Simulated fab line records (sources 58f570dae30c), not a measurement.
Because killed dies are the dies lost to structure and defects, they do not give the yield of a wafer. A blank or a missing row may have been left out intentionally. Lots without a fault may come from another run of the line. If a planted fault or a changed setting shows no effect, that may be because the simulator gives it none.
Which tool was responsible? ; flow berkeley_cmos170 ; 45 wafers from 15 lots sampled at 2 of the route's 331 steps

WHAT EACH GAUGE READ, for each wafer
UCB170_SDANNEAL_RS_MEAS_04: a four-point-probe measurement.
lot;measured;on;PLDD_RS (ohm/sq)
L546;day 6 16:43;film_metro-03;1036.3 1034.8 1035.8
L547;day 6 16:58;film_metro-02;1027.2 1028.3 1032.6
L548;day 7 02:10;film_metro-02;1027.5 1031.3 1028.7
L549;day 7 14:17;film_metro-03;1029.8 1026.5 1030.1
L550;day 7 13:35;film_metro-03;1035.0 1033.7 1033.2
L551;day 7 13:54;film_metro-01;1032.3 1028.6 1031.4
L552;day 8 13:50;film_metro-03;1032.3 1029.6 1030.6
L553;day 8 14:04;film_metro-01;1035.2 1033.9 1032.3
L554;day 8 14:16;film_metro-02;1030.7 1027.6 1031.9
L555;day 8 18:32;film_metro-03;1069.7 1059.8 1043.7
L556;day 8 18:10;film_metro-01;1124.9 1120.3 1107.7
L560;day 9 19:16;film_metro-01;1028.8 1027.3 1028.1
L562;day 10 04:37;film_metro-03;1096.2 1054.5 1055.0
L566;day 11 13:38;film_metro-02;1030.4 1034.0 1027.0
L567;day 11 10:07;film_metro-02;1031.6 1032.2 1032.6

WHAT TOOL EACH LOT RAN ON (gives the tool, then ch and the chambers of the sampled wafers, and finally the start)
lot;UCB170_SPACER_ANNEAL_02
L546;furnace-01 ch 0, day 6 10:39
L547;furnace-01 ch 0, day 6 10:39
L548;furnace-02 ch 0, day 6 18:09
L549;furnace-01 ch 0, day 7 06:04
L550;furnace-01 ch 0, day 7 06:04
L551;furnace-01 ch 0, day 7 06:04
L552;furnace-01 ch 0, day 8 06:55
L553;furnace-01 ch 0, day 8 06:55
L554;furnace-01 ch 0, day 8 06:55
L555;furnace-01 ch 0, day 8 12:22
L556;furnace-01 ch 0, day 8 12:22
L560;furnace-03 ch 0, day 9 11:49
L562;furnace-01 ch 0, day 9 21:25
L566;furnace-03 ch 0, day 11 03:59
L567;furnace-03 ch 0, day 11 03:59
- UCB170_SPACER_ANNEAL_02: time 1800 s.

WHAT THE TOOLS THEMSELVES READ (means of the sampled wafers that have a number; where no wafer has one, the mark that the record gives instead)
UCB170_SPACER_ANNEAL_02.
lot;tool;spike_tc_centre_C (C);spike_tc_source_C (C)
L546;furnace-01;902.5;925.8
L547;furnace-01;903.3;925.6
L548;furnace-02;900.0;919.7
L549;furnace-01;903.4;926.6
L550;furnace-01;902.5;926.0
L551;furnace-01;903.0;926.4
L552;furnace-01;902.1;926.3
L553;furnace-01;903.0;925.9
L554;furnace-01;903.6;925.2
L555;furnace-01;867.8;926.1
L556;furnace-01;867.4;927.0
L560;furnace-03;904.0;924.7
L562;furnace-01;867.1;927.4
L566;furnace-03;904.9;924.5
L567;furnace-03;903.9;925.6

THE ANSWER, worked out from the rows above alone
Rule: usual is defined by the lots themselves. Put in order of their means at a reading, lots are off if they are a third of the lots or fewer, leave a main group of 4 or more, and stand apart from it by a gap of 3 or more times the standard deviation of the main group's means; of several such gaps the widest counts. The tables above print the reading to a certain number of digits; a main group whose means all agree to those digits is not used. Also off: a lot with no number at a reading for which 4 or more lots have one. The other lots that the step has rows for count as sound. First the gauges in route order, then the tools' own readings, where a lot's mean is used as printed above. At the first step where some lot is off, the reading lying furthest off is the one used; lots without a number count as furthest.
Off: at UCB170_SDANNEAL_RS_MEAS_04 (PLDD_RS), L555, L556, L562. Main group: mean 1031.1 ohm/sq, sd 2.2.
If a tool, at a process step before that reading, ran all the lots that are off and no sound lot after the first of them, it fits. Not tried: the gauges at UCB170_SDANNEAL_RS_MEAS_04; whatever is off there is also off at UCB170_SPACER_ANNEAL_02, on other tools, and gauge error can't account for it. One fits: furnace-01 at UCB170_SPACER_ANNEAL_02. Its last sound lot is L552 (day 8 06:55), its first lot that is off L555 (day 8 12:22): a fault that began between those two fits.
On the lots that are off, the tool's own readings at UCB170_SPACER_ANNEAL_02 differ by more than 5 times the standard deviation of the sound lots' means, which bears it out; spike_tc_centre_C reads 867.4 C there versus 903.0 C on the sound lots.

WHAT THE SIMULATOR HAD INSERTED
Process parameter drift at UCB170_SPACER_ANNEAL_02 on furnace-01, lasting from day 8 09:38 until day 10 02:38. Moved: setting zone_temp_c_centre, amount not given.
Shown lots that were struck: L556, L555, L562. The same result came from the rule above.
